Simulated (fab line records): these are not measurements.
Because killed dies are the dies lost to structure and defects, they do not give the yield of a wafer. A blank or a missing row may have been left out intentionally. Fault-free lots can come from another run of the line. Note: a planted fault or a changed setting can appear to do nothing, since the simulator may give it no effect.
Problem report in the 8D (eight disciplines) form, filled by code ; flow berkeley-cmos170 ; the parts of the form that need people (team, actions taken, sign-off) are left out

== 1. WHAT IS WRONG ==
beam-energy-keV at UCB170_PVT_IMPLANT_07 reads a mean of 27.924 on 6 wafers of 2 lots; wafers without a fault read 30.000 with a standard deviation of 0.0098. That is -99 or more standard deviations from the usual mean.
Seen first at day 10 12:05 on implanter-02, wafer L615.2. The record holds 42 wafers of 14 lots with a number at this step. Rule for "out" (also "out of limits"): further than 4 standard deviations from the usual mean. Any other wafer with a number is counted as sound.

== 2. WHAT THIS IS AND IS NOT ==
question;is;is not
which readings at this step;beam-energy-keV;faraday-current-uA
which lots;L615, L617;L596, L597, L598, L599, L600, L602, L603, L605, L606, L608, L609, L610
which wafers of those lots;all that have a number;-
read on which tools;implanter-02;implanter-03, implanter-04
when;from day 10 12:05;up to then (36 sound wafers)

== 3. THE SUSPECTS, EACH WITH WHAT RULES IT OUT ==
Counting: a tool at a process step up to the reading stays a suspect if it ran every lot that is out and no sound lot after the first of them.
- rie-diel-02 at UCB170_ZERO_ETCH_06 (etches SiO2 in CHF3/CF4/Ar, time 12 s): kept. All lots that are out passed through it, beginning with L615 at day 6 00:40, and no sound lot followed; its final sound lot before that point was L609 at day 4 22:53.
- implanter-02 at UCB170_PVT_IMPLANT_07: kept. All lots that are out passed through it, beginning with L615 at day 10 12:05, and no sound lot followed; its final sound lot before that point was L610 at day 9 18:36. Its own beam-energy-keV readings are out on those wafers.
What counting leaves: rie-diel-02 at UCB170_ZERO_ETCH_06 and implanter-02 at UCB170_PVT_IMPLANT_07.

== 4. THE CAUSE (what the simulator had put in) ==
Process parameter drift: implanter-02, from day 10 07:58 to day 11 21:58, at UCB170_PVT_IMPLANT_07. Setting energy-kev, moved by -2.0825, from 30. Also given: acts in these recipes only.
Counting left 2 suspects, and this tool is among them.

== 5. SEQUENCE OF EFFECTS, ordered by route ==
Each row: a reading whose mean over the struck wafers that have a number lies more than 3 standard deviations from the usual. Readings are gone through only where the record gives a usual standard deviation; hours: the median, over the lots, of the time from a lot's start at the first step in this table giving one to that lot's start at this step; sigmas: the change measured in usual standard deviations.
hours;step;reading;usual;on struck wafers;change;sigmas
0;UCB170_PVT_IMPLANT_07;beam-energy-keV;30.000;27.924;-2.076;-99 or more
0;UCB170_PVT_TW_MEAS_09;PVT_TW;506;495;-11;-3.3
Here are the process steps it includes:
- UCB170_PVT_IMPLANT_07

== 6. HOW IT WOULD HAVE BEEN CAUGHT EARLIER ==
In this record no reading fell out of limits until day 10 12:05, 4 hours after the fault had begun at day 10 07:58.
